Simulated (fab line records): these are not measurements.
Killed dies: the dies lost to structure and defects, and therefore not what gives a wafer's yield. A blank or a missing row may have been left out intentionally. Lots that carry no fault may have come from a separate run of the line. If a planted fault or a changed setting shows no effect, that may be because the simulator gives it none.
Split-lot study	flow rit-cmos	23 wafers read from 5 lots, route of 202 steps

THE SPLIT ITSELF
At RIT_NRETRO_COAT_01 (resist thk 1300 nm), the setting spin-rpm was moved away from the recipe's 2000 rpm on 5 of the 23 wafers read, by +3.8% to +5.4%. All remaining wafers had this setting at the recipe value.

FROM THE SPLIT TO THE READING: what the file shows between them, 3 steps
- RIT_NRETRO_SOFTBAKE_02: time 60 s
- RIT_NRETRO_EXPOSE_03: exposes mask M4, target cd 43900 nm
- RIT_NRETRO_DEVELOP_05: develop time 68 s

THE READING
NOVOLAK_of_NRETRO_COAT_01.thk-nm (the simulator's own value, which no gauge read), in nm, at RIT_NRETRO_HARDBAKE_07 (time 120 s). The file does not state a usual value for it. The 18 wafers here that ran the recipe average 1139 nm, standard deviation 5.2 nm.

wafer	tool, chamber at the split	spin-rpm as run, rpm	against the recipe	NOVOLAK_of_NRETRO_COAT_01.thk-nm, nm	against lot-mates on the recipe
L077.1	litho-track-04, 0	2077	+3.8%	1120	-20
L077.2	litho-track-04, 0	2077	+3.8%	1117	-23
L077.3	litho-track-04, 0	2000	recipe	1138	-
L077.4	litho-track-04, 0	2077	+3.8%	1116	-24
L077.6	litho-track-04, 0	2000	recipe	1142	-
L078.1	litho-track-04, 0	2000	recipe	1130	-
L078.3	litho-track-04, 0	2000	recipe	1134	-
L078.5	litho-track-04, 0	2000	recipe	1133	-
L079.2	litho-track-02, 0	2000	recipe	1146	-
L079.3	litho-track-02, 0	2000	recipe	1145	-
L079.4	litho-track-02, 0	2000	recipe	1147	-
L079.5	litho-track-02, 0	2109	+5.4%	1116	-30
L079.6	litho-track-02, 0	2109	+5.4%	1117	-29
L081.1	litho-track-02, 0	2000	recipe	1142	-
L081.2	litho-track-02, 0	2000	recipe	1143	-
L081.4	litho-track-02, 0	2000	recipe	1141	-
L081.5	litho-track-02, 0	2000	recipe	1145	-
L081.6	litho-track-02, 0	2000	recipe	1145	-
L084.1	litho-track-04, 0	2000	recipe	1133	-
L084.2	litho-track-04, 0	2000	recipe	1136	-
L084.3	litho-track-04, 0	2000	recipe	1136	-
L084.4	litho-track-04, 0	2000	recipe	1135	-
L084.5	litho-track-04, 0	2000	recipe	1135	-

FIT RESULTS
A straight line over all 23 wafers: NOVOLAK_of_NRETRO_COAT_01.thk-nm changes by -4.75 nm for each +1% of spin-rpm; r = -0.88; the points scatter about the line by 5.1 nm.
The same after taking each lot's own level away (the mean of its wafers on the recipe; 23 wafers): -5.57 nm for each +1%; r = -0.99; scatter 1.5 nm.
The reading moves by 30 nm for the largest change in spin-rpm, on that fit.
The span of the lots' own levels, 1132.3 to 1146.0 nm, comes to 2.6 times the standard deviation stated above.
Thus the slope moves with the lot-to-lot level: the two fits are different.
Check: with one of the wafers moved furthest among these (+5.4%) left out of the fit, the line predicts -30.6 nm for it against its lot-mates. Against them it came out at -30 nm.

OTHER SPLITS ON THESE WAFERS
Before the reading, these wafers also passed through other splits. Each is held against what the fit with the lots' levels taken away leaves over:
other split on the same wafers	wafers away from the commonest value	r with NOVOLAK_of_NRETRO_COAT_01.thk-nm (lot level and that fit taken away)
RIT_ACTIVE_COAT_06 resist-thk-nm	4	-0.25
RIT_ACTIVE_EXPOSE_08 dose-mj	8	-0.25
RIT_FOX2_OXIDATION_00 temp-c	15	+0.01
RIT_NWELL_IMPLANT_08 energy-kev	11	-0.11
RIT_PWELL_SOFTBAKE_02 temp-c	10	+0.15
RIT_PWELL_IMPLANT_08 dose-cm2	7	-0.12

THE WHOLE CHAIN: every reading that the file lists as answering this split, in the file's order
step	what it does	reading	change (the file's fit)	r (the file's)
RIT_NRETRO_COAT_01	resist thk 1300 nm	NOVOLAK_of_NRETRO_COAT_01.thk-nm (the simulator's own value, which no gauge read)	-6.41 nm for each +1% of the setting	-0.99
RIT_NRETRO_HARDBAKE_07	time 120 s	NOVOLAK_of_NRETRO_COAT_01.thk-nm (the simulator's own value, which no gauge read)	-5.51 nm for each +1% of the setting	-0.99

THE FILE'S OWN FIT
NOVOLAK_of_NRETRO_COAT_01.thk-nm changes by -5.51 nm for each +1% of spin-rpm, r = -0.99.
